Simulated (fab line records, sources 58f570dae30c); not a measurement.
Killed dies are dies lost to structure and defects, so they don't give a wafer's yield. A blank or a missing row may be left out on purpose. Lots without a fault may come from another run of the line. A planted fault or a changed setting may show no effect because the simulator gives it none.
Which tool did it? | flow berkeley_cmos170 | 7 lots, 20 wafers sampled, at 4 steps of a route of 331

WHAT THE GAUGES READ, wafer by wafer
UCB170_V2_BOW_MEAS_03.
lot  | measured     | on            | V2_BOW (um)
L302 | day 8 05:50  | film_metro-04 | 30 37 48
L306 | day 9 01:38  | film_metro-02 | 52 41 39
L309 | day 9 08:11  | film_metro-04 | 43 42 37
L310 | day 9 19:33  | film_metro-03 | 48 44 36
L312 | day 10 03:50 | film_metro-04 | 26 43
L316 | day 11 11:09 | film_metro-02 | 47 45 38
L322 | day 11 23:21 | film_metro-03 | 28 31 32

WHICH TOOL RAN EACH LOT (tool, then ch and the chambers of the sampled wafers, then the start)
lot  | UCB170_WELLDRIVE_OXIDATION_01 | UCB170_GATE_ETCH_15             | UCB170_BACKSIDE_STRIP_03
L302 | furnace-01 ch 0, day 3 23:30  | rie_si-01 ch 0,1,3, day 6 13:27 | plasma_asher-01 ch 0,1, day 7 07:10
L306 | furnace-04 ch 0, day 4 22:47  | rie_si-01 ch 1,2, day 7 20:08   | plasma_asher-04 ch 0,1, day 8 08:38
L309 | furnace-04 ch 0, day 4 22:47  | rie_si-01 ch 0,2, day 7 20:36   | plasma_asher-01 ch 0,1, day 8 09:17
L310 | furnace-04 ch 0, day 5 08:37  | rie_si-01 ch 0,1,2, day 8 03:48 | plasma_asher-01 ch 0,1, day 8 19:38
L312 | furnace-04 ch 0, day 5 20:23  | rie_si-02 ch 1, day 8 15:54     | plasma_asher-03 ch 0,1, day 9 06:31
L316 | furnace-01 ch 0, day 6 15:53  | rie_si-02 ch 0,2,3, day 9 14:25 | plasma_asher-03 ch 0,1, day 10 09:39
L322 | furnace-03 ch 0, day 7 15:33  | rie_si-02 ch 2,3, day 10 09:58  | plasma_asher-01 ch 0,1, day 10 23:51
- UCB170_WELLDRIVE_OXIDATION_01: target thk 199 nm, ox time 9000 s.
- UCB170_GATE_ETCH_15: etches poly-Si in HBr/Cl2, stops on SiO2, time 56.3 s, target depth 278.2 nm.
- UCB170_BACKSIDE_STRIP_03: strips in O2.

THE ANSWER, worked out from the rows above alone
Rule: what is usual is taken from the lots themselves. Put in order of their means at a reading, lots are off if they are a third of the lots or fewer, leave a main group of 4 or more, and stand apart from it by a gap of 3 or more times the standard deviation of the main group's means; of several such gaps the widest counts. A main group whose means are all the same, to the digits that the tables above print for the reading, isn't used. A lot without any number at a reading at which 4 lots or more have one is off too. The other lots that the step has rows for count as sound.
No lot is off at any reading shown: from this, nothing can be told.

WHAT THE SIMULATOR HAD PUT IN
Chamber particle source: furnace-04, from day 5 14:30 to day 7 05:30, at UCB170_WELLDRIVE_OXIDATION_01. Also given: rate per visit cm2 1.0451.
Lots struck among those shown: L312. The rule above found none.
